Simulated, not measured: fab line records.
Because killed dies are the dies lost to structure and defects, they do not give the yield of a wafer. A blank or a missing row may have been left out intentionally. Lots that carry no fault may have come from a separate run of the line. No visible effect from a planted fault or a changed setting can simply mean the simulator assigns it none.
fab line records -- flow ritCmos
record lots=5, wafers=15, lastDay=6
route steps=202 shown M1@194
lots that met no fault: taken from a fault-free run of the same line
startH: start of the lot's first displayed wafer, in hours after the record's first day -- waitH: how many hours have passed since the lot's step before this one -- " repeats the value in the row above -- L1.1+2: several wafers, shown together as one row -- - no value, or no start was given -- * or withheld: withheld -- < > ~ a bound
route shown NAME@n: a module of which the file shows steps, and the number in the route of the first -- usual: mean/standard deviation taken from wafers without a fault -- same: alike in all rows -- chamber/n: place in a boat -- sites: each site's reading -- _std_site: their standard deviation -- _edge_site: inner sites' mean taken away from outer sites' mean -- radiusMm: for every site, how far away it sits from the centre of the wafer -- mask NAME#n: copy n -- behind: the tool/chamber that last shaped the wafer -- hold: why the lot went on hold/how many hours it stayed there/how the hold came to an end -- device: which transistor (n, p or np) failed to switch -- end of line: tests of these same wafers at the route's end -- a step given without rows: its recipe and nothing more -- killed: not the wafer's yield, but the dies lost to structure and defects at the first sort -- map: a wafer's dies, x killed, . not, _ none there
set.NAME: the setting as run; set.NAME@STEP: as run at that earlier step -- model.NAME: the simulator's own value behind a step, which no gauge read
a table for each step, a row for each wafer; lots at some steps of the route
services: from which hour (startH, from the record's first day; less than 0 if before it) a tool's chamber was out of use, for how many hours, and why
## steps
# step RIT_M1_OVL_MEAS_10
# usual M1_OVL=1.0/1.4
lot.wafer,tool,chamber,startH,waitH,M1_OVL[nm]
L076.2,overlay-01,-,68.85,0.1,1.3
L076.3,overlay-01,-,68.85,0.1,0.0
L076.6,overlay-01,-,68.85,0.1,-0.9
L077.2,overlay-01,-,71.03,0.1,2.4
L077.3,overlay-01,-,71.03,0.1,1.7
L077.4,overlay-01,-,71.03,0.1,1.0
L082.1,overlay-02,-,96.67,0.1,1.0
L082.3,overlay-02,-,96.67,0.1,-0.5
L082.4,overlay-02,-,96.67,0.1,-1.6
L091.1,overlay-02,-,143.88,0.1,0.7
L091.4,overlay-02,-,143.88,0.1,0.5
L091.6,overlay-02,-,143.88,0.1,0.5
L093.2,overlay-02,-,152.13,0.1,2.8
L093.4,overlay-02,-,152.13,0.1,3.4
L093.6,overlay-02,-,152.13,0.1,2.3
# step RIT_M1_HARDBAKE_11
# recipe resist=NOVOLAK, tempC=140, timeS=120
# same timeS=120
lot.wafer,tool,chamber,startH,waitH
L076.2+3+6,lithoTrack-04,0,68.92,0.1
L077.2+3+4,lithoTrack-03,0,71.10,0.1
L082.1+3+4,lithoTrack-03,0,96.70,0.0
L091.1+4+6,lithoTrack-04,0,143.92,0.0
L093.2+4+6,lithoTrack-03,0,152.20,0.1
# step RIT_M1_METAL_ETCH_12
# recipe stopOn=SiO2, chemistry=Cl2/BCl3, target=Al, timeS=165, overEtchFrac=0.5, pressureMtorr=100, targetDepthA=6000, rfW=246.2, Cl2_flow_sccm=60, bcl3FlowSccm=50
# usual drypumpMotorCurrentA=5.4/0.49, oesProductAu=0.773/0.012, throttleValvePct=8.24/0.18
# same overEtchFrac=0.5, timeS=165
lot.wafer,tool,chamber,startH,waitH,drypumpMotorCurrentA,oesProductAu,rfHoursCounterH,throttleValvePct
L076.2,rieMetal-01,1,69.13,0.2,5.0,0.786,39,8.26
L076.3,rieMetal-01,0,69.13,0.2,6.1,0.797,-,8.29
L076.6,rieMetal-01,1,69.13,0.2,5.0,0.787,-,8.25
L077.2,rieMetal-03,0,71.31,0.2,5.8,0.773,3,8.01
L077.3,rieMetal-03,1,71.31,0.2,4.9,0.763,-,8.47
L077.4,rieMetal-03,0,71.31,0.2,5.8,0.780,-,8.00
L082.1,rieMetal-01,0,96.95,0.2,6.0,0.790,36,8.28
L082.3,rieMetal-01,1,96.95,0.2,5.0,0.796,-,8.28
L082.4,rieMetal-01,0,96.95,0.2,6.1,0.781,-,8.30
L091.1,rieMetal-03,1,144.17,0.2,4.9,0.767,3,8.48
L091.4,rieMetal-03,0,144.17,0.2,5.8,0.776,-,8.01
L091.6,rieMetal-03,0,144.17,0.2,5.8,0.772,-,8.01
L093.2,rieMetal-03,0,152.41,0.2,5.8,0.776,4,8.01
L093.4,rieMetal-03,0,152.41,0.2,5.8,0.783,-,8.03
L093.6,rieMetal-03,0,152.41,0.2,5.8,0.775,-,8.00
# step RIT_M1_STRIP_13
# recipe chemistry=nmp, resist=NOVOLAK, tempC=80, timeS=600, dry=n2Spin
# same timeS=600
lot.wafer,tool,chamber,startH,waitH
L076.2+3+6,wetBench-01,1,69.35,0.1
L077.2+3+4,wetBench-03,1,71.47,0.1
L082.1+3+4,wetBench-04,2,97.12,0.1
L091.1+4+6,wetBench-04,0,144.33,0.1
L093.2+4+6,wetBench-03,3,152.57,0.1
# step RIT_M1_STRIP_14
# recipe chemistry=O2, timeS=180, platenTempC=withheld, powerW=500, pressureMtorr=4000, o2FlowSccm=4000
# usual drypumpMotorCurrentA=6.0/0.64
# same timeS=180
lot.wafer,tool,chamber,startH,waitH,drypumpMotorCurrentA,rfHoursCounterH
L076.2,plasmaAsher-03,0,69.52,0.0,6.2,41
L076.3,plasmaAsher-03,1,69.52,0.0,4.9,-
L076.6,plasmaAsher-03,1,69.52,0.0,4.9,-
L077.2,plasmaAsher-03,0,71.64,0.0,6.2,41
L077.3,plasmaAsher-03,1,71.64,0.0,4.9,-
L077.4,plasmaAsher-03,0,71.64,0.0,6.2,-
L082.1,plasmaAsher-02,0,97.47,0.0,6.1,29
L082.3,plasmaAsher-02,0,97.47,0.0,6.2,-
L082.4,plasmaAsher-02,1,97.47,0.0,6.6,-
L091.1,plasmaAsher-03,1,144.68,0.0,4.9,50
L091.4,plasmaAsher-03,0,144.68,0.0,6.2,-
L091.6,plasmaAsher-03,0,144.68,0.0,6.2,-
L093.2,plasmaAsher-02,0,152.74,0.0,6.2,36
L093.4,plasmaAsher-02,0,152.74,0.0,6.2,-
L093.6,plasmaAsher-02,0,152.74,0.0,6.1,-
# step RIT_M1_CD_MEAS_90
# recipe targetCdNm=2600
# usual cdNm=2602/3.4
lot.wafer,tool,chamber,startH,waitH,cdNm
L076.2,cdSem-01,-,69.72,0.1,2606
L076.3,cdSem-01,-,69.72,0.1,2603
L076.6,cdSem-01,-,69.72,0.1,2603
L077.2,cdSem-02,-,71.84,0.1,2599
L077.3,cdSem-02,-,71.84,0.1,2600
L077.4,cdSem-02,-,71.84,0.1,2601
L082.1,cdSem-02,-,97.64,0.1,2606
L082.3,cdSem-02,-,97.64,0.1,2609
L082.4,cdSem-02,-,97.64,0.1,2607
L091.1,cdSem-01,-,144.86,0.1,2599
L091.4,cdSem-01,-,144.86,0.1,2598
L091.6,cdSem-01,-,144.86,0.1,2601
L093.2,cdSem-02,-,152.94,0.1,2599
L093.4,cdSem-02,-,152.94,0.1,2599
L093.6,cdSem-02,-,152.94,0.1,2600
# step RIT_M1_ANNEAL_15
# recipe tempC=450, timeS=1800, ambient=forming_gas_H2N2
# usual zonePowerLoadPct=6.3/0.7
# same timeS=1800
lot.wafer,tool,chamber,startH,waitH,zonePowerLoadPct
L076.2,-,-,71.15,1.4,6.9
L076.3,-,-,71.15,1.4,7.0
L076.6,-,-,71.15,1.4,6.9
L077.2,-,-,72.65,0.8,7.0
L077.3,-,-,72.65,0.8,7.2
L077.4,-,-,72.65,0.8,7.0
L082.1,-,-,98.73,1.1,5.4
L082.3,-,-,98.73,1.1,5.5
L082.4,-,-,98.73,1.1,5.5
L091.1,-,-,144.98,0.1,6.8
L091.4,-,-,144.98,0.1,6.9
L091.6,-,-,144.98,0.1,6.8
L093.2,-,-,153.04,0.1,5.6
L093.4,-,-,153.04,0.1,5.5
L093.6,-,-,153.04,0.1,5.5
# step RIT_M1_BOW_MEAS_16
# recipe mode=bow
# usual M1_BOW=16/6.3
lot.wafer,tool,chamber,startH,waitH,M1_BOW[um]
L076.2,filmMetro-04,-,72.67,0.0,21
L076.3,filmMetro-04,-,72.67,0.0,22
L076.6,filmMetro-04,-,72.67,0.0,26
L077.2,filmMetro-03,-,74.17,0.0,18
L077.3,filmMetro-03,-,74.17,0.0,19
L077.4,filmMetro-03,-,74.17,0.0,16
L082.1,filmMetro-04,-,100.23,0.0,10
L082.3,filmMetro-04,-,100.23,0.0,9
L082.4,filmMetro-04,-,100.23,0.0,26
L091.1,filmMetro-04,-,146.48,0.0,16
L091.4,filmMetro-04,-,146.48,0.0,19
L091.6,filmMetro-04,-,146.48,0.0,30
L093.2,filmMetro-02,-,154.56,0.0,11
L093.4,filmMetro-02,-,154.56,0.0,23
L093.6,filmMetro-02,-,154.56,0.0,4
# step RIT_M1_PROBE_99
# usual defectLimitedYield=97.3/1.2, killed_at_M0_to_M3=0.1/0.34, killedAtFrontEnd=7/3.1, killedDies=7/3.1, killedOnRim=1.9/1.5, killedOpen=3.5/1.9, killedShort=3.4/2.1, sort_bin_3_pad_short=0.2/0.27, sort_bin_5_function=1.5/0.79, sort_bin_6_memory=1.0/0.63, sortNPass=257/3.1, sortYieldPct=97.3/1.2
# same grossDies=264, killed_at_M4_up=0, killedAtBackSide=0, killedAtContacts=0, killedAtOther=0
lot.wafer,tool,chamber,startH,waitH,defectLimitedYield[%],killed_at_M0_to_M3,killedAtFrontEnd,killedDies,killedOnRim,killedOpen,killedShort,sort_bin_3_pad_short[%],sort_bin_5_function[%],sort_bin_6_memory[%],sortNPass,sortYieldPct[%]
L076.2,prober-02,-,72.82,0.1,99.2,0,2,2,0,1,1,0,0.4,0.4,262,99.2
L076.3,prober-02,-,72.87,0.2,98.5,0,4,4,1,2,2,0,1.1,0.4,260,98.5
L076.6,prober-02,-,73.02,0.2,96.2,0,10,10,1,5,4,0,1.9,1.9,254,96.2
L082.1,prober-02,-,100.35,0.1,96.6,1,8,9,2,2,7,1.5,1.5,0.4,255,96.6
L082.3,prober-02,-,100.45,0.2,98.1,0,5,5,0,3,2,0.4,1.5,0,259,98.1
L082.4,prober-02,-,100.50,0.2,96.6,0,9,9,0,6,3,0,2.7,0.8,255,96.6
L091.1,prober-01,-,146.60,0.1,97.0,0,8,8,1,5,3,0.4,2.3,0.4,256,97.0
L091.4,prober-01,-,146.75,0.2,98.5,0,4,4,0,4,0,0,0.8,0.8,260,98.5
L091.6,prober-01,-,146.85,0.2,96.6,0,9,9,5,2,7,0,1.5,1.9,255,96.6
# killed by level:class
L076.2 SILICIDE:geometricParticle:short=1 SILICIDE:geometricParticle:open=1
L076.3 FOX1:geometricParticle:short=2 FOX1:geometricParticle:open=2
L076.6 GATE:geometricParticle:short=3 SILICIDE:geometricParticle:open=3 GATE:geometricParticle:open=2 SILICIDE:geometricParticle:short=1 PWELL:coatMicrobubblePrinted=1
L082.1 SILICIDE:geometricParticle:short=3 FOX1:geometricParticle:short=2 GATE:geometricParticle:short=2 SILICIDE:geometricParticle:open=1 M1:geometricParticle:open=1
L082.3 GATE:geometricParticle:open=2 FOX1:geometricParticle:short=1 REOX:geometricParticle:open=1 SILICIDE:geometricParticle:short=1
L082.4 REOX:geometricParticle:open=3 FOX1:geometricParticle:short=2 FOX1:geometricParticle:open=1 GATE:geometricParticle:open=1 GATE:geometricParticle:short=1 SILICIDE:geometricParticle:open=1
L091.1 GATE:geometricParticle:open=2 REOX:geometricParticle:short=2 ACTIVE:geometricParticle:open=1 GATE:geometricParticle:short=1 SPACER:geometricParticle:open=1 SILICIDE:geometricParticle:open=1
L091.4 GATE:geometricParticle:open=3 SPACER:geometricParticle:open=1
L091.6 SPACER:geometricParticle:short=3 GATE:geometricParticle:short=2 GATE:geometricParticle:open=1 REOX:geometricParticle:short=1 SILICIDE:geometricParticle:open=1 SILICIDE:geometricParticle:short=1
## services
tool,chamber,startH,hours,kind
rieMetal-03,1,51.20,18.5,repair
wetBench-01,-,74.24,1.2,repair
furnace-04,-,88.98,29.7,pm
rieMetal-01,-,97.12,1.4,pm
rieMetal-01,-,104.26,0.2,repair
rieMetal-03,-,105.44,2.8,pm
rieMetal-01,-,136.12,20.0,pm
rieMetal-01,0,136.12,20.0,ventCycle
rieMetal-01,1,136.12,20.0,ventCycle
## key
fault none
